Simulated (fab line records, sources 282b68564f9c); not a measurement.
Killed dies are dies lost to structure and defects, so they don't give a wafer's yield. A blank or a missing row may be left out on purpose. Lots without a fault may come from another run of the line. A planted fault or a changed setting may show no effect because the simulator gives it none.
A struck lot beside a sound one | flow rit_cmos | 27 steps out of a route of 202
Sound: wafers L573.1, L573.4, L573.5. Struck: wafers L578.2, L578.3, L578.5. The cause comes at the end.
At each step with rows: each side's tool, then ch and its chambers, then its first start. Under that, the readings that differ: sound wafers | struck wafers | difference of the means | sigmas: that difference in standard deviations of wafers without a fault.
alike: readings whose means differ by less than 2 such deviations, and words and numbers that are the same on both sides. not compared: withheld readings, readings that some wafer has no value for, bounds like >300 that may hide the same value, and numbers for which the record gives no deviation and whose values overlap.
The two part at a step that has a row with sigmas, a row that says differs or no value, or rows on one side only. Numbers that don't overlap but have no deviation are shown without sigmas and don't part them. A reading that every wafer of one side lacks parts them only if that side has two wafers or more.

first, 1 step without rows for these wafers: RIT_ACTIVE_OXIDATION_01 (target thk 46.8 nm, ox time 3360 s).
RIT_ACTIVE_THK_MEAS_02:
  sound on film_metro-01, day 2 10:09; struck on film_metro-03, day 3 11:29
  alike: ACTIVE_OXIDE_THK
then, 1 step without rows for these wafers: RIT_ACTIVE_CVD_03 (deposits Si3N4 from SiH2Cl2/NH3, target thk 150 nm, time 1500 s).
RIT_ACTIVE_THK_MEAS_04:
  sound on film_metro-03, day 2 11:38; struck on film_metro-04, day 3 12:58
  alike: ACTIVE_NITRIDE_THK
then, 6 steps without rows for these wafers: RIT_ACTIVE_HMDS_05 (prime time 60 s); RIT_ACTIVE_COAT_06 (resist thk 1000 nm); RIT_ACTIVE_SOFTBAKE_07 (time 60 s); RIT_ACTIVE_EXPOSE_08 (exposes mask M1, target cd 1400 nm); RIT_ACTIVE_PEB_09; RIT_ACTIVE_DEVELOP_10 (develop time 50 s).
RIT_ACTIVE_CD_MEAS_11: target cd 1400 nm.
  sound on cd_sem-02, day 2 12:40; struck on cd_sem-01, day 3 13:53
  alike: cd_nm
then, 1 step without rows for these wafers: RIT_ACTIVE_HARDBAKE_12 (time 60 s).
RIT_ACTIVE_ETCH_13: etches Si3N4 in SF6, stops on SiO2, time 210 s, target depth 210 nm.
  sound on rie_diel-01 ch 2,3, day 2 12:56; struck on rie_diel-04 ch 0,1,3, day 3 14:08
  reading                                       | sound             | struck            | difference | sigmas
  model.NOVOLAK_of_ACTIVE_COAT_06.thk_nm (nm)   | 669 658.8 660.3   | 586.7 570.2 594.9 | -78.8      |
  model.SiO2_of_ACTIVE_OXIDATION_01.thk_nm (nm) | 47.66 47.49 48.15 | 25.08 0 26.86     | -30.45     |
  model.ACTIVE.feature_depth_nm (nm)            | 150.2 151.1 151.6 | 169.9 193.6 167.6 | +26.1      |
  alike: drypump_motor_current_A, oes_product_au, throttle_valve_pct
  not compared: rf_hours_counter_h
RIT_ACTIVE_STRIP_14: strips in O2, time 180 s.
  sound on plasma_asher-01 ch 0,1, day 2 13:04; struck on plasma_asher-04 ch 1, day 3 14:16
  alike: drypump_motor_current_A
  not compared: rf_hours_counter_h
RIT_ACTIVE_CD_MEAS_90: target cd 1400 nm.
  sound on cd_sem-02, day 2 13:14; struck on cd_sem-02, day 3 14:28
  alike: cd_nm
then, 4 steps without rows for these wafers: RIT_ACTIVE_CLEAN_15 (cleans in SC1, time 600 s); RIT_ACTIVE_CLEAN_16 (cleans in dHF, time 30 s); RIT_ACTIVE_CLEAN_17 (cleans in SC2, time 600 s); RIT_FOX1_OXIDATION_00 (target thk 350.7 nm, ox time 1130 s).
RIT_FOX1_THK_MEAS_01:
  sound on film_metro-04, day 2 17:09; struck on film_metro-01, day 3 17:07
  alike: FOX1_OXIDE_THK
then, 2 steps without rows for these wafers: RIT_FOX1_WET_ETCH_02 (etches SiO2 in BOE, target depth 350 nm, time 390 s); RIT_FOX2_OXIDATION_00 (target thk 350.7 nm, ox time 1130 s).
RIT_FOX2_THK_MEAS_01:
  sound on film_metro-02, day 2 20:20; struck on film_metro-02, day 3 22:45
  alike: FOX2_OXIDE_THK
then, 1 step without rows for these wafers: RIT_FOX2_CLEAN_02 (cleans in dHF, time 180 s).
RIT_FOX2_WET_ETCH_03: etches Si3N4 in H3PO4, target depth 195 nm, time 2700 s.
  sound on wet_bench-01 ch 2, day 2 20:28; struck on wet_bench-04 ch 3, day 3 22:56
  reading                                       | sound            | struck      | difference | sigmas
  model.SiO2_of_ACTIVE_OXIDATION_01.thk_nm (nm) | 42.47 42.3 42.86 | 22.24 23.81 | -19.52     |
  alike: bath_guard_temp_C
RIT_FOX2_THK_MEAS_90:
  sound on film_metro-01, day 2 21:13; struck on film_metro-03, day 3 23:42
  alike: FIELD_OXIDE_LEFT_1_THK
RIT_M1_PROBE_99:
  sound on prober-02, day 4 13:25; struck on prober-02, day 5 18:06
  not compared: model.etest.poly_comb_over_steps.leak_log10_a_um

WHERE THEY PART
Nowhere in this record.

WHY: what the simulator had put in
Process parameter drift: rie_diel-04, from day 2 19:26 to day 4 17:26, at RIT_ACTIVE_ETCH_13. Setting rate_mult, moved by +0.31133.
